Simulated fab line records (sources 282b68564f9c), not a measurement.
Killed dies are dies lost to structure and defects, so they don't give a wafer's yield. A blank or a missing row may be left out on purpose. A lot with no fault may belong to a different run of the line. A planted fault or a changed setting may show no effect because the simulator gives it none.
A single fault, viewed from 2 desks    flow rit cmos    numbers are kept per desk, each desk with only its own; the story behind them comes last

== DESK OF THE TOOL OWNER: rie diel-03 ==
The tool's own readings at RIT_SPACER_ETCHBACK_05 (etches Si3N4 in SF6/CHF3, stops on SiO2, target depth 250 nm, time 240 s): means of the sampled wafers that have a number, for each lot that ran on this tool. Any lot whose mean is over 4 standard deviations away from the usual mean is out of limits and marked OUT; that distance is given in the brackets.
Columns: A = CHF3_flow_sccm at RIT_SPACER_ETCHBACK_05, usual 30.00 sccm; B = drypump motor current A at RIT_SPACER_ETCHBACK_05, usual 5.7 A; C = oes product au at RIT_SPACER_ETCHBACK_05, usual 0.833 a.u.; D = run length s at RIT_SPACER_ETCHBACK_05, usual 268.3 s; E = throttle valve pct at RIT_SPACER_ETCHBACK_05, usual 10.29 %
lot   first seen here  A      B    C      D                E
L611  day 3 13:10      30.08  5.8  0.857  268.2            10.26
L614  day 4 00:47      29.99  6.0  0.835  268.3            10.30
L620  day 5 12:55      30.01  5.7  0.862  267.9            10.16
L621  day 5 17:16      29.96  6.0  0.877  257.0 (-24) OUT  10.46
L623  day 6 08:58      30.02  6.0  0.861  262.8 (-12) OUT  10.31
This desk's finding: out of limits on L621, L623; first on L621, day 5 17:16 (run length s at RIT_SPACER_ETCHBACK_05). L611, L614, L620 stayed within limits.

== FROM THE METROLOGY DESK ==
Lot by lot, what the gauges showed, no matter which tool ran the lot: averages of those sampled wafers that carry a number. Any lot whose mean is over 4 standard deviations away from the usual mean is out of limits and marked OUT; that distance is given in the brackets.
Columns: A = GATE_POLY_THK at RIT_GATE_THK_MEAS_09, usual 250.4 nm; B = CONTACT_OVL at RIT_CONTACT_OVL_MEAS_09, usual -0.1 nm
lot   first seen here  A      B
L610  day 2 21:19      248.5  -1.0
L611  day 3 02:20      251.8  -0.4
L612  day 3 02:20      249.1  1.6
L613  day 3 11:13      252.7  0.7
L614  day 3 14:44      250.8  -1.7
L618  day 4 07:28      251.9  -1.1
L620  day 5 01:22      251.1  -1.3
L621  day 5 04:11      247.3  0.6
L623  day 5 21:58      251.0  0.9
L626  day 6 06:32      248.0  -0.7
L627  day 6 16:31      250.0  -0.3
L628  day 6 16:49      252.8  0.4
L629  day 6 20:09      247.6  0.9
L632  day 7 09:19      249.4  -0.5
Finding of this desk: none of the 14 lots has anything out of limits.

== TAKEN TOGETHER ==
The tool owner's desk had the chance to raise an alarm at day 5 17:16 on L621, L623.
Nothing out of limits was seen by the metrology desk.
The metrology desk holds a record of L621, L623, inside its limits.
RIT_SPACER_ETCHBACK_05 was run on rie diel-03 by each of the lots named.

== WHAT HAD BEEN PUT IN BY THE SIMULATOR ==
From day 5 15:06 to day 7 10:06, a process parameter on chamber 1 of rie diel-03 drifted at RIT_SPACER_ETCHBACK_05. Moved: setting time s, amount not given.
Shown lots that were struck: L621, L623.
Each desk's first reading out of limits, in hours after the fault started: the tool owner's desk, 2.
